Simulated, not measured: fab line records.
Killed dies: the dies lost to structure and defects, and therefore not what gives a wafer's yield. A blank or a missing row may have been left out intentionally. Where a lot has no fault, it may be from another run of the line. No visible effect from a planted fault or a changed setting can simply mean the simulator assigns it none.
fab line records || flow ritCmos
[record] {"lots": 6, "wafers": 18, "lastDay": 6}
route steps=202 shown NWELL@32 PWELL@39 M1@202
lots that met no fault: from a run of the same line without faults
startH: hours from the record's first day to the start of the lot's first wafer shown || waitH: how many hours have passed since the lot's step before this one || " repeats the value in the row above || L1.1+2: a single row standing in for several wafers || - no value, or no start was given || * or withheld: withheld || < > ~ a bound
route shown NAME@n: names a module that has steps shown in the file, with the first one's number in the route || usual: the fault-free wafers' mean and standard deviation || same: alike in all rows || chamber/n: place in a boat || sites: per-site readings || _std_site: standard deviation across them || _edge_site: inner sites' mean taken away from outer sites' mean || radiusMm: how far each site lies from the wafer's centre || mask NAME#n: copy n || behind: the tool/chamber that last shaped the wafer || hold: what put the lot on hold/how long, in hours/how the hold closed || device: which transistor (n, p or np) failed to switch || end of line: tests of these same wafers at the route's end || a step with no rows: only its recipe || killed: dies lost to structure and defects at the first sort, not the wafer's yield || map: per-die view of a wafer (x killed, . not killed, _ where there is no die)
set.NAME: setting as actually run; set.NAME@STEP: the setting as run at that earlier step || model.NAME: the simulator's own value behind a step, which no gauge read
a table for each step, a row for each wafer; lots at some steps of the route
services: a tool's chamber out of use, with start hour (startH, from the record's first day; less than 0 if before it), hours out, and reason
[[steps]]
[step RIT_NWELL_PEB_04]
[recipe] {"resist": "NOVOLAK", "tempC": "withheld", "timeS": "withheld"}
[step RIT_NWELL_DEVELOP_05]
[recipe] {"resist": "NOVOLAK", "developTimeS": 68, "devTempC": 23}
[step RIT_NWELL_OVL_MEAS_06]
[usual] {"NWELL_OVL": "0.4/1.4"}
{"lot.wafer": "L229.1", "tool": "overlay-02", "chamber": "-", "startH": 36.53, "waitH": "-", "NWELL_OVL[nm]": 2.9}
{"lot.wafer": "L229.2", "tool": "overlay-02", "chamber": "-", "startH": 36.53, "waitH": "-", "NWELL_OVL[nm]": 3.3}
{"lot.wafer": "L229.5", "tool": "overlay-02", "chamber": "-", "startH": 36.53, "waitH": "-", "NWELL_OVL[nm]": 2.5}
{"lot.wafer": "L230.2", "tool": "overlay-02", "chamber": "-", "startH": 44.25, "waitH": "-", "NWELL_OVL[nm]": -0.3}
{"lot.wafer": "L230.3", "tool": "overlay-02", "chamber": "-", "startH": 44.25, "waitH": "-", "NWELL_OVL[nm]": 0.9}
{"lot.wafer": "L230.6", "tool": "overlay-02", "chamber": "-", "startH": 44.25, "waitH": "-", "NWELL_OVL[nm]": 0.3}
{"lot.wafer": "L238.2", "tool": "overlay-02", "chamber": "-", "startH": 81.70, "waitH": "-", "NWELL_OVL[nm]": -1.4}
{"lot.wafer": "L238.4", "tool": "overlay-02", "chamber": "-", "startH": 81.70, "waitH": "-", "NWELL_OVL[nm]": -0.7}
{"lot.wafer": "L238.6", "tool": "overlay-02", "chamber": "-", "startH": 81.70, "waitH": "-", "NWELL_OVL[nm]": -1.5}
{"lot.wafer": "L240.1", "tool": "overlay-01", "chamber": "-", "startH": 91.70, "waitH": "-", "NWELL_OVL[nm]": -0.7}
{"lot.wafer": "L240.2", "tool": "overlay-01", "chamber": "-", "startH": 91.70, "waitH": "-", "NWELL_OVL[nm]": -2.4}
{"lot.wafer": "L240.6", "tool": "overlay-01", "chamber": "-", "startH": 91.70, "waitH": "-", "NWELL_OVL[nm]": -0.7}
{"lot.wafer": "L243.3", "tool": "overlay-01", "chamber": "-", "startH": 106.99, "waitH": "-", "NWELL_OVL[nm]": 1.5}
{"lot.wafer": "L243.4", "tool": "overlay-01", "chamber": "-", "startH": 106.99, "waitH": "-", "NWELL_OVL[nm]": -0.4}
{"lot.wafer": "L243.6", "tool": "overlay-01", "chamber": "-", "startH": 106.99, "waitH": "-", "NWELL_OVL[nm]": 0.2}
{"lot.wafer": "L244.1", "tool": "overlay-01", "chamber": "-", "startH": 113.02, "waitH": "-", "NWELL_OVL[nm]": 2.3}
{"lot.wafer": "L244.3", "tool": "overlay-01", "chamber": "-", "startH": 113.02, "waitH": "-", "NWELL_OVL[nm]": 2.3}
{"lot.wafer": "L244.5", "tool": "overlay-01", "chamber": "-", "startH": 113.02, "waitH": "-", "NWELL_OVL[nm]": 1.1}
[step RIT_NWELL_HARDBAKE_07]
[recipe] {"resist": "NOVOLAK", "tempC": 140, "timeS": 120}
[step RIT_NWELL_IMPLANT_08]
[recipe] {"species": "P", "energyKev": 170, "doseCm2": 5e+13, "tiltDeg": 7}
[step RIT_NWELL_STRIP_09]
[recipe] {"chemistry": "O2", "timeS": 180, "resist": "NOVOLAK", "platenTempC": "withheld", "powerW": 500, "pressureMtorr": 4000, "o2FlowSccm": 4000}
[usual] {"chamberPressureMTorr": "4001/3.9", "drypumpMotorCurrentA": "5.6/0.33"}
{"lot.wafer": "L229.1", "tool": "plasmaAsher-02", "chamber": 1, "startH": 36.97, "waitH": 0.1, "chamberPressureMTorr": 4000, "drypumpMotorCurrentA": 6.0, "rfHoursCounterH": 40}
{"lot.wafer": "L229.2", "tool": "plasmaAsher-02", "chamber": 0, "startH": 36.97, "waitH": 0.1, "chamberPressureMTorr": 4002, "drypumpMotorCurrentA": 5.1, "rfHoursCounterH": 40}
{"lot.wafer": "L229.5", "tool": "plasmaAsher-02", "chamber": 1, "startH": 36.97, "waitH": 0.1, "chamberPressureMTorr": 3993, "drypumpMotorCurrentA": 6.0, "rfHoursCounterH": "-"}
{"lot.wafer": "L230.2", "tool": "plasmaAsher-02", "chamber": 1, "startH": 44.68, "waitH": 0.1, "chamberPressureMTorr": 3998, "drypumpMotorCurrentA": 6.0, "rfHoursCounterH": 41}
{"lot.wafer": "L230.3", "tool": "plasmaAsher-02", "chamber": 1, "startH": 44.68, "waitH": 0.1, "chamberPressureMTorr": 4001, "drypumpMotorCurrentA": 6.0, "rfHoursCounterH": "-"}
{"lot.wafer": "L230.6", "tool": "plasmaAsher-02", "chamber": 0, "startH": 44.68, "waitH": 0.1, "chamberPressureMTorr": 4001, "drypumpMotorCurrentA": 5.2, "rfHoursCounterH": "-"}
{"lot.wafer": "L238.2", "tool": "plasmaAsher-01", "chamber": 0, "startH": 82.13, "waitH": 0.1, "chamberPressureMTorr": 3998, "drypumpMotorCurrentA": 5.3, "rfHoursCounterH": 45}
{"lot.wafer": "L238.4", "tool": "plasmaAsher-01", "chamber": 0, "startH": 82.13, "waitH": 0.1, "chamberPressureMTorr": 4002, "drypumpMotorCurrentA": 5.3, "rfHoursCounterH": "-"}
{"lot.wafer": "L238.6", "tool": "plasmaAsher-01", "chamber": 1, "startH": 82.13, "waitH": 0.1, "chamberPressureMTorr": 4002, "drypumpMotorCurrentA": 5.5, "rfHoursCounterH": "-"}
{"lot.wafer": "L240.1", "tool": "plasmaAsher-03", "chamber": 0, "startH": 92.14, "waitH": 0.1, "chamberPressureMTorr": 3997, "drypumpMotorCurrentA": 5.5, "rfHoursCounterH": 43}
{"lot.wafer": "L240.2", "tool": "plasmaAsher-03", "chamber": 1, "startH": 92.14, "waitH": 0.1, "chamberPressureMTorr": 4003, "drypumpMotorCurrentA": 6.0, "rfHoursCounterH": 43}
{"lot.wafer": "L240.6", "tool": "plasmaAsher-03", "chamber": 0, "startH": 92.14, "waitH": 0.1, "chamberPressureMTorr": 3998, "drypumpMotorCurrentA": 5.5, "rfHoursCounterH": "-"}
{"lot.wafer": "L243.3", "tool": "plasmaAsher-02", "chamber": 1, "startH": 107.47, "waitH": 0.1, "chamberPressureMTorr": 4002, "drypumpMotorCurrentA": 6.0, "rfHoursCounterH": "-"}
{"lot.wafer": "L243.4", "tool": "plasmaAsher-02", "chamber": 0, "startH": 107.47, "waitH": 0.1, "chamberPressureMTorr": 4002, "drypumpMotorCurrentA": 5.1, "rfHoursCounterH": "-"}
{"lot.wafer": "L243.6", "tool": "plasmaAsher-02", "chamber": 0, "startH": 107.47, "waitH": 0.1, "chamberPressureMTorr": 3996, "drypumpMotorCurrentA": 5.2, "rfHoursCounterH": "-"}
{"lot.wafer": "L244.1", "tool": "plasmaAsher-02", "chamber": 1, "startH": 113.46, "waitH": 0.1, "chamberPressureMTorr": 4015, "drypumpMotorCurrentA": 6.0, "rfHoursCounterH": 48}
{"lot.wafer": "L244.3", "tool": "plasmaAsher-02", "chamber": 1, "startH": 113.46, "waitH": 0.1, "chamberPressureMTorr": 3995, "drypumpMotorCurrentA": 6.0, "rfHoursCounterH": "-"}
{"lot.wafer": "L244.5", "tool": "plasmaAsher-02", "chamber": 0, "startH": 113.46, "waitH": 0.1, "chamberPressureMTorr": 3996, "drypumpMotorCurrentA": 5.2, "rfHoursCounterH": "-"}
[step RIT_NWELL_TW_MEAS_10]
[usual] {"NWELL_TW": "2148/12"}
{"lot.wafer": "L229.1", "tool": "filmMetro-01", "chamber": "-", "startH": 37.14, "waitH": 0.1, "NWELL_TW": 2138}
{"lot.wafer": "L229.2", "tool": "filmMetro-01", "chamber": "-", "startH": 37.14, "waitH": 0.1, "NWELL_TW": 2140}
{"lot.wafer": "L229.5", "tool": "filmMetro-01", "chamber": "-", "startH": 37.14, "waitH": 0.1, "NWELL_TW": 2135}
{"lot.wafer": "L230.2", "tool": "filmMetro-02", "chamber": "-", "startH": 44.87, "waitH": 0.1, "NWELL_TW": 2160}
{"lot.wafer": "L230.3", "tool": "filmMetro-02", "chamber": "-", "startH": 44.87, "waitH": 0.1, "NWELL_TW": 2155}
{"lot.wafer": "L230.6", "tool": "filmMetro-02", "chamber": "-", "startH": 44.87, "waitH": 0.1, "NWELL_TW": 2165}
{"lot.wafer": "L238.2", "tool": "filmMetro-04", "chamber": "-", "startH": 82.31, "waitH": 0.1, "NWELL_TW": 2156}
{"lot.wafer": "L238.4", "tool": "filmMetro-04", "chamber": "-", "startH": 82.31, "waitH": 0.1, "NWELL_TW": 2157}
{"lot.wafer": "L238.6", "tool": "filmMetro-04", "chamber": "-", "startH": 82.31, "waitH": 0.1, "NWELL_TW": 2157}
{"lot.wafer": "L240.1", "tool": "filmMetro-02", "chamber": "-", "startH": 92.31, "waitH": 0.1, "NWELL_TW": 2141}
{"lot.wafer": "L240.2", "tool": "filmMetro-02", "chamber": "-", "startH": 92.31, "waitH": 0.1, "NWELL_TW": 2122}
{"lot.wafer": "L240.6", "tool": "filmMetro-02", "chamber": "-", "startH": 92.31, "waitH": 0.1, "NWELL_TW": 2149}
{"lot.wafer": "L243.3", "tool": "filmMetro-01", "chamber": "-", "startH": 107.61, "waitH": 0.1, "NWELL_TW": 2142}
{"lot.wafer": "L243.4", "tool": "filmMetro-01", "chamber": "-", "startH": 107.61, "waitH": 0.1, "NWELL_TW": 2145}
{"lot.wafer": "L243.6", "tool": "filmMetro-01", "chamber": "-", "startH": 107.61, "waitH": 0.1, "NWELL_TW": 2135}
{"lot.wafer": "L244.1", "tool": "filmMetro-01", "chamber": "-", "startH": 113.63, "waitH": 0.1, "NWELL_TW": 2140}
{"lot.wafer": "L244.3", "tool": "filmMetro-01", "chamber": "-", "startH": 113.63, "waitH": 0.1, "NWELL_TW": 2145}
{"lot.wafer": "L244.5", "tool": "filmMetro-01", "chamber": "-", "startH": 113.63, "waitH": 0.1, "NWELL_TW": 2158}
[step RIT_PWELL_HMDS_00]
[recipe] {"primeTimeS": 60, "primeTempC": 140}
[step RIT_PWELL_COAT_01]
[recipe] {"resist": "NOVOLAK", "spinRpm": 2000, "resistThkNm": 1300}
[step RIT_PWELL_SOFTBAKE_02]
[recipe] {"resist": "NOVOLAK", "tempC": 90, "timeS": 60}
[step RIT_PWELL_EXPOSE_03]
[recipe] {"maskId": "M3", "na": 0.57, "targetCdNm": 43700, "doseMj": 250}
[step RIT_PWELL_PEB_04]
[recipe] {"resist": "NOVOLAK", "tempC": "withheld", "timeS": "withheld"}
[step RIT_PWELL_DEVELOP_05]
[recipe] {"resist": "NOVOLAK", "developTimeS": 68, "devTempC": 23}
[usual] {"developerTempC": "22.98/0.1", "exhaustPa": "45.1/0.8"}
{"lot.wafer": "L229.1", "tool": "lithoTrack-04", "chamber": 0, "startH": 38, "waitH": "-", "developerTempC": 23.06, "exhaustPa": 45.8}
{"lot.wafer": "L229.2", "tool": "lithoTrack-04", "chamber": 0, "startH": 38, "waitH": "-", "developerTempC": 22.90, "exhaustPa": 46.1}
{"lot.wafer": "L229.5", "tool": "lithoTrack-04", "chamber": 0, "startH": 38, "waitH": "-", "developerTempC": 22.86, "exhaustPa": 44.5}
{"lot.wafer": "L230.2", "tool": "lithoTrack-03", "chamber": 0, "startH": 45, "waitH": "-", "developerTempC": 23.08, "exhaustPa": 45.8}
{"lot.wafer": "L230.3", "tool": "lithoTrack-03", "chamber": 0, "startH": 45, "waitH": "-", "developerTempC": 22.91, "exhaustPa": 44.7}
{"lot.wafer": "L230.6", "tool": "lithoTrack-03", "chamber": 0, "startH": 45, "waitH": "-", "developerTempC": 22.94, "exhaustPa": 46.5}
{"lot.wafer": "L238.2", "tool": "lithoTrack-04", "chamber": 0, "startH": 83, "waitH": "-", "developerTempC": 23.81, "exhaustPa": 45.8}
{"lot.wafer": "L238.4", "tool": "lithoTrack-04", "chamber": 0, "startH": 83, "waitH": "-", "developerTempC": 24.01, "exhaustPa": 46.4}
{"lot.wafer": "L238.6", "tool": "lithoTrack-04", "chamber": 0, "startH": 83, "waitH": "-", "developerTempC": 24.01, "exhaustPa": 45.9}
{"lot.wafer": "L240.1", "tool": "lithoTrack-04", "chamber": 0, "startH": 93, "waitH": "-", "developerTempC": 23.78, "exhaustPa": 45.8}
{"lot.wafer": "L240.2", "tool": "lithoTrack-04", "chamber": 0, "startH": 93, "waitH": "-", "developerTempC": 23.83, "exhaustPa": 45.2}
{"lot.wafer": "L240.6", "tool": "lithoTrack-04", "chamber": 0, "startH": 93, "waitH": "-", "developerTempC": 23.74, "exhaustPa": 46.3}
{"lot.wafer": "L243.3", "tool": "lithoTrack-03", "chamber": 0, "startH": 108, "waitH": "-", "developerTempC": 22.71, "exhaustPa": 43.9}
{"lot.wafer": "L243.4", "tool": "lithoTrack-03", "chamber": 0, "startH": 108, "waitH": "-", "developerTempC": 22.91, "exhaustPa": 43.8}
{"lot.wafer": "L243.6", "tool": "lithoTrack-03", "chamber": 0, "startH": 108, "waitH": "-", "developerTempC": 22.97, "exhaustPa": 44.6}
{"lot.wafer": "L244.1", "tool": "lithoTrack-02", "chamber": 0, "startH": 114, "waitH": "-", "developerTempC": 23.12, "exhaustPa": 44.0}
{"lot.wafer": "L244.3", "tool": "lithoTrack-02", "chamber": 0, "startH": 114, "waitH": "-", "developerTempC": 23.07, "exhaustPa": 43.8}
{"lot.wafer": "L244.5", "tool": "lithoTrack-02", "chamber": 0, "startH": 114, "waitH": "-", "developerTempC": 23.11, "exhaustPa": 44.0}
[step RIT_PWELL_OVL_MEAS_06]
[usual] {"PWELL_OVL": "0.2/1.4"}
{"lot.wafer": "L229.1", "tool": "overlay-01", "chamber": "-", "startH": 38.21, "waitH": "-", "PWELL_OVL[nm]": -0.4}
{"lot.wafer": "L229.2", "tool": "overlay-01", "chamber": "-", "startH": 38.21, "waitH": "-", "PWELL_OVL[nm]": -2.3}
{"lot.wafer": "L229.5", "tool": "overlay-01", "chamber": "-", "startH": 38.21, "waitH": "-", "PWELL_OVL[nm]": -0.5}
{"lot.wafer": "L230.2", "tool": "overlay-01", "chamber": "-", "startH": 45.93, "waitH": "-", "PWELL_OVL[nm]": 0.6}
{"lot.wafer": "L230.3", "tool": "overlay-01", "chamber": "-", "startH": 45.93, "waitH": "-", "PWELL_OVL[nm]": 2.7}
{"lot.wafer": "L230.6", "tool": "overlay-01", "chamber": "-", "startH": 45.93, "waitH": "-", "PWELL_OVL[nm]": 1.1}
{"lot.wafer": "L238.2", "tool": "overlay-02", "chamber": "-", "startH": 83.47, "waitH": "-", "PWELL_OVL[nm]": -0.5}
{"lot.wafer": "L238.4", "tool": "overlay-02", "chamber": "-", "startH": 83.47, "waitH": "-", "PWELL_OVL[nm]": 1.3}
{"lot.wafer": "L238.6", "tool": "overlay-02", "chamber": "-", "startH": 83.47, "waitH": "-", "PWELL_OVL[nm]": 0.7}
{"lot.wafer": "L240.1", "tool": "overlay-01", "chamber": "-", "startH": 93.25, "waitH": "-", "PWELL_OVL[nm]": 3.3}
{"lot.wafer": "L240.2", "tool": "overlay-01", "chamber": "-", "startH": 93.25, "waitH": "-", "PWELL_OVL[nm]": 2.2}
{"lot.wafer": "L240.6", "tool": "overlay-01", "chamber": "-", "startH": 93.25, "waitH": "-", "PWELL_OVL[nm]": 3.2}
{"lot.wafer": "L243.3", "tool": "overlay-02", "chamber": "-", "startH": 108.77, "waitH": "-", "PWELL_OVL[nm]": 0.4}
{"lot.wafer": "L243.4", "tool": "overlay-02", "chamber": "-", "startH": 108.77, "waitH": "-", "PWELL_OVL[nm]": 0.2}
{"lot.wafer": "L243.6", "tool": "overlay-02", "chamber": "-", "startH": 108.77, "waitH": "-", "PWELL_OVL[nm]": 1.7}
{"lot.wafer": "L244.1", "tool": "overlay-02", "chamber": "-", "startH": 114.57, "waitH": "-", "PWELL_OVL[nm]": 1.3}
{"lot.wafer": "L244.3", "tool": "overlay-02", "chamber": "-", "startH": 114.57, "waitH": "-", "PWELL_OVL[nm]": -0.2}
{"lot.wafer": "L244.5", "tool": "overlay-02", "chamber": "-", "startH": 114.57, "waitH": "-", "PWELL_OVL[nm]": 3.9}
[step RIT_M1_PROBE_99]
[usual] {"killedAtContacts": "0.1/0.27", "killedAtFrontEnd": "7/3.1", "killedDies": "7/3.1", "killedOpen": "3.3/2.1", "killedShort": "3.5/2"}
[same] {"grossDies": 264, "killed_at_M0_to_M3": 0, "killed_at_M4_up": 0, "killedAtBackSide": 0, "killedAtOther": 0}
{"lot.wafer": "L229.1", "tool": "prober-01", "chamber": "-", "startH": 75.79, "waitH": 0.1, "killedAtContacts": 0, "killedAtFrontEnd": 10, "killedDies": 10, "killedOpen": 8, "killedShort": 2}
{"lot.wafer": "L229.2", "tool": "prober-01", "chamber": "-", "startH": 75.84, "waitH": 0.1, "killedAtContacts": 1, "killedAtFrontEnd": 6, "killedDies": 7, "killedOpen": 4, "killedShort": 3}
{"lot.wafer": "L229.5", "tool": "prober-01", "chamber": "-", "startH": 75.99, "waitH": 0.2, "killedAtContacts": 0, "killedAtFrontEnd": 10, "killedDies": 10, "killedOpen": 2, "killedShort": 8}
{"lot.wafer": "L230.2", "tool": "prober-02", "chamber": "-", "startH": 85.89, "waitH": 0.1, "killedAtContacts": 0, "killedAtFrontEnd": 3, "killedDies": 3, "killedOpen": 1, "killedShort": 2}
{"lot.wafer": "L230.3", "tool": "prober-02", "chamber": "-", "startH": 85.94, "waitH": 0.2, "killedAtContacts": 0, "killedAtFrontEnd": 5, "killedDies": 5, "killedOpen": 3, "killedShort": 2}
{"lot.wafer": "L230.6", "tool": "prober-02", "chamber": "-", "startH": 86.09, "waitH": 0.2, "killedAtContacts": 0, "killedAtFrontEnd": 6, "killedDies": 6, "killedOpen": 2, "killedShort": 4}
{"lot.wafer": "L238.2", "tool": "prober-02", "chamber": "-", "startH": 122.37, "waitH": 0.1, "killedAtContacts": 0, "killedAtFrontEnd": 9, "killedDies": 9, "killedOpen": 5, "killedShort": 4}
{"lot.wafer": "L238.4", "tool": "prober-02", "chamber": "-", "startH": 122.47, "waitH": 0.2, "killedAtContacts": 1, "killedAtFrontEnd": 2, "killedDies": 3, "killedOpen": 3, "killedShort": 0}
{"lot.wafer": "L238.6", "tool": "prober-02", "chamber": "-", "startH": 122.57, "waitH": 0.2, "killedAtContacts": 0, "killedAtFrontEnd": 8, "killedDies": 8, "killedOpen": 5, "killedShort": 3}
{"lot.wafer": "L240.1", "tool": "prober-02", "chamber": "-", "startH": 132.27, "waitH": 0.1, "killedAtContacts": 0, "killedAtFrontEnd": 12, "killedDies": 12, "killedOpen": 9, "killedShort": 3}
{"lot.wafer": "L240.2", "tool": "prober-02", "chamber": "-", "startH": 132.32, "waitH": 0.1, "killedAtContacts": 0, "killedAtFrontEnd": 13, "killedDies": 13, "killedOpen": 7, "killedShort": 6}
{"lot.wafer": "L240.6", "tool": "prober-02", "chamber": "-", "startH": 132.52, "waitH": 0.2, "killedAtContacts": 0, "killedAtFrontEnd": 3, "killedDies": 3, "killedOpen": 2, "killedShort": 1}
{"lot.wafer": "L243.3", "tool": "prober-01", "chamber": "-", "startH": 144.83, "waitH": 0.2, "killedAtContacts": 0, "killedAtFrontEnd": 15, "killedDies": 15, "killedOpen": 7, "killedShort": 8}
{"lot.wafer": "L243.4", "tool": "prober-01", "chamber": "-", "startH": 144.88, "waitH": 0.2, "killedAtContacts": 0, "killedAtFrontEnd": 7, "killedDies": 7, "killedOpen": 4, "killedShort": 3}
{"lot.wafer": "L243.6", "tool": "prober-01", "chamber": "-", "startH": 144.98, "waitH": 0.2, "killedAtContacts": 0, "killedAtFrontEnd": 9, "killedDies": 9, "killedOpen": 4, "killedShort": 5}
{"lot.wafer": "L244.1", "tool": "prober-02", "chamber": "-", "startH": 152.09, "waitH": 0.1, "killedAtContacts": 0, "killedAtFrontEnd": 4, "killedDies": 4, "killedOpen": 2, "killedShort": 2}
{"lot.wafer": "L244.3", "tool": "prober-02", "chamber": "-", "startH": 152.19, "waitH": 0.2, "killedAtContacts": 0, "killedAtFrontEnd": 10, "killedDies": 10, "killedOpen": 2, "killedShort": 8}
{"lot.wafer": "L244.5", "tool": "prober-02", "chamber": "-", "startH": 152.29, "waitH": 0.2, "killedAtContacts": 0, "killedAtFrontEnd": 10, "killedDies": 10, "killedOpen": 4, "killedShort": 6}
// killed by level:class
L229.1 SILICIDE:geometricParticle:open=3 GATE:geometricParticle:open=2 SPACER:geometricParticle:open=2 FOX2:geometricParticle:open=1 GATE:geometricParticle:short=1 SILICIDE:geometricParticle:short=1
L229.2 SILICIDE:geometricParticle:open=2 FOX2:geometricParticle:short=1 REOX:geometricParticle:short=1 SPACER:geometricParticle:open=1 SILICIDE:geometricParticle:short=1 CONTACT:geometricParticle:open=1
L229.5 GATE:geometricParticle:short=2 SILICIDE:geometricParticle:short=2 FOX1:geometricParticle:open=1 FOX1:geometricParticle:short=1 FOX2:geometricParticle:short=1 REOX:geometricParticle:short=1 SPACER:geometricParticle:short=1 SPACER:geometricParticle:open=1
L230.2 SPACER:geometricParticle:open=1 SPACER:geometricParticle:short=1 SILICIDE:geometricParticle:short=1
L230.3 GATE:geometricParticle:open=2 FOX2:geometricParticle:open=1 GATE:geometricParticle:short=1 SPACER:geometricParticle:short=1
L230.6 FOX2:geometricParticle:short=2 GATE:geometricParticle:open=2 GATE:geometricParticle:short=2
L238.2 GATE:geometricParticle:open=3 SILICIDE:geometricParticle:open=2 SILICIDE:geometricParticle:short=2 FOX1:geometricParticle:short=1 REOX:geometricParticle:short=1
L238.4 GATE:geometricParticle:open=1 REOX:geometricParticle:open=1 CONTACT:geometricParticle:open=1
L238.6 GATE:geometricParticle:open=4 FOX1:geometricParticle:open=1 GATE:geometricParticle:short=1 SPACER:geometricParticle:short=1 SILICIDE:geometricParticle:short=1
L240.1 GATE:geometricParticle:open=3 SILICIDE:geometricParticle:open=3 FOX2:geometricParticle:open=2 GATE:geometricParticle:short=1 REOX:geometricParticle:open=1 SPACER:geometricParticle:short=1 SILICIDE:geometricParticle:short=1
L240.2 FOX2:geometricParticle:open=3 GATE:geometricParticle:short=2 SPACER:geometricParticle:open=2 GATE:geometricParticle:open=2 SPACER:geometricParticle:short=2 FOX1:geometricParticle:short=1 SILICIDE:geometricParticle:short=1
L240.6 REOX:geometricParticle:open=1 SILICIDE:geometricParticle:short=1 SILICIDE:geometricParticle:open=1
L243.3 GATE:geometricParticle:short=6 GATE:geometricParticle:open=5 SPACER:geometricParticle:open=2 SPACER:geometricParticle:short=1 SILICIDE:geometricParticle:short=1
L243.4 GATE:geometricParticle:open=2 FOX1:geometricParticle:open=1 GATE:geometricParticle:short=1 REOX:geometricParticle:short=1 SPACER:geometricParticle:open=1 SILICIDE:geometricParticle:short=1
L243.6 SPACER:geometricParticle:short=3 GATE:geometricParticle:short=2 FOX1:geometricParticle:open=1 FOX2:geometricParticle:open=1 GATE:geometricParticle:open=1 REOX:geometricParticle:open=1
L244.1 SPACER:geometricParticle:open=2 GATE:geometricParticle:short=1 SPACER:geometricParticle:short=1
L244.3 FOX1:geometricParticle:short=5 GATE:geometricParticle:open=2 SPACER:geometricParticle:short=2 GATE:geometricParticle:short=1
L244.5 GATE:geometricParticle:short=4 FOX1:geometricParticle:open=2 FOX1:geometricParticle:short=2 GATE:geometricParticle:open=1 REOX:geometricParticle:open=1
[[services]]
{"tool": "plasmaAsher-01", "chamber": "-", "startH": 103.58, "hours": 5.6, "kind": "repair"}
{"tool": "plasmaAsher-01", "chamber": "-", "startH": 109.20, "hours": 9.0, "kind": "pm"}
{"tool": "plasmaAsher-01", "chamber": 0, "startH": 109.20, "hours": 9.0, "kind": "ventCycle"}
{"tool": "plasmaAsher-01", "chamber": 1, "startH": 109.20, "hours": 9.0, "kind": "ventCycle"}
[[key]]
[firstSign] {"step": "RIT_PWELL_DEVELOP_05", "reading": "developerTempC", "direction": "up", "sigmas": 8.5, "usual": "*", "struck": "*"}
effect none on later readings
metAt RIT_PWELL_DEVELOP_05
struckWafers L238.2,L238.4,L238.6,L240.1,L240.2,L240.6
testerLeftOut L238,L240
onsetBetween 38 83
[fault] {"kind": "processParameterDrift", "tool": "lithoTrack-04", "chamber": "-", "onsetH": 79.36, "steps": "RIT_PWELL_DEVELOP_05", "channel": "devTempC", "offset": "*", "shape": "step", "endH": 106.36, "actsIn": "*", "stated": "*"}
// testerLeftOut: of these lots the tester's yield and bins aren't shown, on N5 and GAA mostly nor the transistor test; their killed dies are dies lost to structure and defects alone, not to doping, threshold or leakage, so they don't give the yield
